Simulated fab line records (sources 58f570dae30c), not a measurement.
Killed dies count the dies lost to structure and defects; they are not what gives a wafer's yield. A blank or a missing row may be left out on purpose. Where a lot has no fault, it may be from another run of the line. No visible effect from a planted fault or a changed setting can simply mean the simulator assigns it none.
Code-filled problem report in 8D (eight disciplines) form :: flow berkeley cmos170 :: the parts of the form that need people (team, actions taken, sign-off) are left out

1. THE PROBLEM
M3_AL_RS at UCB170_M3_RS_MEAS_02 reads a mean of 0.0228 ohm/sq on 1 wafer of 1 lot; wafers without a fault read 0.0323 ohm/sq with a standard deviation of 0.00036. That is -26 standard deviations from the usual mean.
The step: measures by four-point-probe.
First seen on wafer L542.5, day 11 00:37, on film metro-01. The record holds 39 wafers of 13 lots with a number at this step. By rule, "out" or "out of limits" means more than 4 standard deviations away from the usual mean. Any other wafer with a number is counted as sound.

2. WHAT IT IS, WHAT IT ISN'T
question: which readings at this step
is: M3_AL_RS
is not: -

question: which lots
is: L542
is not: L531, L532, L533, L534, L535, L537, L538, L545, L549, L550, L551, L552

question: which wafers of those lots
is: L542.5
is not: L542.2, L542.4

question: read on which gauges
is: film metro-01
is not: film metro-02, film metro-03

question: when
is: from day 11 00:37
is not: up to then (26 sound wafers); but 12 sound wafers of L549, L550, L551, L552 came after

3. SUSPECTS, AND WHAT RULES EACH OUT
Counting: if a tool at a process step up to the reading ran every lot that is out, it stays a suspect. Sound lots after the first of them don't rule it out here, since some wafers of a struck lot are sound.
- ruled out: the gauge at UCB170_M3_RS_MEAS_02. All the wafers that are out were read on film metro-01, but those of them that UCB170_M3_METAL_ETCH_18 has rows for are out there too, on other tools.
- plasma asher-02 at UCB170_M1_STRIP_13 (strips in O2): kept. It processed L542, the lot that is out, at day 10 04:55, and its most recent sound lot before then was L533 at day 7 20:40.
- pvd sputter-01 at UCB170_M3_SPUTTER_01 (material Al, target thk 900 nm, time 120 s): kept. It processed L542, the lot that is out, at day 11 00:31, and its most recent sound lot before then was L538 at day 9 07:05.
- Within plasma asher-02 at UCB170_M1_STRIP_13, the wafers that are out were processed in chamber 1 and their sound lot-mates in chamber 0.
Left after counting: plasma asher-02 at UCB170_M1_STRIP_13, pvd sputter-01 at UCB170_M3_SPUTTER_01.

4. THE CAUSE (what the simulator had put in)
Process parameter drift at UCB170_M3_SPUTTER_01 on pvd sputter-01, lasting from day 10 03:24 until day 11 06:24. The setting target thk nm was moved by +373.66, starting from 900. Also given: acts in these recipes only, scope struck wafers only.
Counting leaves 2 suspects; this tool is one of them.

5. THE CHAIN OF EFFECTS, in route order
Each row: a reading whose mean over the struck wafers that have a number lies more than 3 standard deviations from the usual. Only readings whose record carries a usual standard deviation are examined. hours: median over the lots of the time between each lot's start at the first step of this table that gives one and its start at this step. sigmas: the change, counted in usual standard deviations.
hours: 0
step: UCB170_M3_RS_MEAS_02
reading: M3_AL_RS
usual: 0.0323 ohm/sq
on struck wafers: 0.0228
change: -0.0095
sigmas: -26

hours: 0
step: UCB170_M3_THK_MEAS_03
reading: M3_AL_THK
usual: 896 nm
on struck wafers: 1262
change: +366
sigmas: +33

hours: 4
step: UCB170_M3_METAL_ETCH_18
reading: oes product au
usual: 0.849 a.u.
on struck wafers: 0.991
change: +0.142
sigmas: +9.5
Its process steps:
- UCB170_M3_METAL_ETCH_18: etches Al in Cl2/BCl3, stops on SiO2, target depth 1170 nm, time 198.8 s.

6. WHAT WOULD HAVE CAUGHT IT SOONER
Counted from the fault's start at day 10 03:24, it took 21 hours until the first out-of-limits reading at a measuring or inspecting step in this record, taken at day 11 00:37.
No tool reading at UCB170_M3_SPUTTER_01 that has a usual standard deviation in the record was out on any struck wafer, so an alarm limit of 4 standard deviations on those readings would not have fired.
All the lots that are out (1) had begun UCB170_M3_SPUTTER_01 on pvd sputter-01 by day 11 00:37. Had the tool been put on hold then, not one of them would have been saved.
